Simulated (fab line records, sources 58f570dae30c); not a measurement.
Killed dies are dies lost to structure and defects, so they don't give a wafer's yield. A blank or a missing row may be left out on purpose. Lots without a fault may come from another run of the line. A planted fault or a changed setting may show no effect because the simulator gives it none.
Which tool did it? | flow berkeley_cmos170 | 7 lots, 21 wafers sampled, at 3 steps of a route of 331

WHAT THE GAUGES READ, wafer by wafer
UCB170_ACTIVE_THK_MEAS_03.
lot  | measured    | on            | ACTIVE_OXIDE_THK (nm)
L383 | day 4 04:50 | film_metro-02 | 25.9 26.1 26.2
L385 | day 4 18:41 | film_metro-04 | 40.9 40.8 40.7
L388 | day 5 02:17 | film_metro-04 | 39.7 39.2 39.3
L395 | day 6 16:56 | film_metro-01 | 26.4 26.7 26.3
L397 | day 7 07:03 | film_metro-02 | 27.5 27.2 27.1
L399 | day 7 12:17 | film_metro-01 | 26.6 26.8 26.3
L404 | day 8 17:16 | film_metro-04 | 26.2 26.5 26.4

WHICH TOOL RAN EACH LOT (tool, then ch and the chambers of the sampled wafers, then the start)
lot  | UCB170_NWELL_ETCH_13              | UCB170_ACTIVE_OXIDATION_02
L383 | rie_diel-02 ch 0,2,3, day 2 15:26 | furnace-04 ch 0, day 4 03:27
L385 | rie_diel-04 ch 0,2,3, day 3 01:06 | furnace-04 ch 0, day 4 14:44
L388 | rie_diel-02 ch 0,2, day 3 10:14   | furnace-01 ch 0, day 4 22:20
L395 | rie_diel-02 ch 0,1, day 5 02:34   | furnace-01 ch 0, day 6 15:35
L397 | rie_diel-02 ch 1,2, day 5 14:30   | furnace-01 ch 0, day 7 05:42
L399 | rie_diel-02 ch 2,3, day 6 00:01   | furnace-01 ch 0, day 7 10:33
L404 | rie_diel-04 ch 1,2, day 6 20:53   | furnace-01 ch 0, day 8 15:55
- UCB170_NWELL_ETCH_13: etches Si3N4 in CH3F/Ar/O2, stops on SiO2, target depth 246.4 nm, time 154 s.
- UCB170_ACTIVE_OXIDATION_02: target thk 26.4 nm, ox time 1260 s.

THE ANSWER, worked out from the rows above alone
Rule: what is usual is taken from the lots themselves. Put in order of their means at a reading, lots are off if they are a third of the lots or fewer, leave a main group of 4 or more, and stand apart from it by a gap of 3 or more times the standard deviation of the main group's means; of several such gaps the widest counts. A main group whose means are all the same, to the digits that the tables above print for the reading, isn't used. A lot without any number at a reading at which 4 lots or more have one is off too. The other lots that the step has rows for count as sound.
Off: L385, L388, at UCB170_ACTIVE_THK_MEAS_03 (ACTIVE_OXIDE_THK). The main group: mean 26.5 nm, standard deviation 0.4.
A tool fits if, at a process step before that reading, it ran every lot that is off, and no sound lot after the first of them. The gauges at UCB170_ACTIVE_THK_MEAS_03 are tried like those tools. None of those tried fits.

WHAT THE SIMULATOR HAD PUT IN
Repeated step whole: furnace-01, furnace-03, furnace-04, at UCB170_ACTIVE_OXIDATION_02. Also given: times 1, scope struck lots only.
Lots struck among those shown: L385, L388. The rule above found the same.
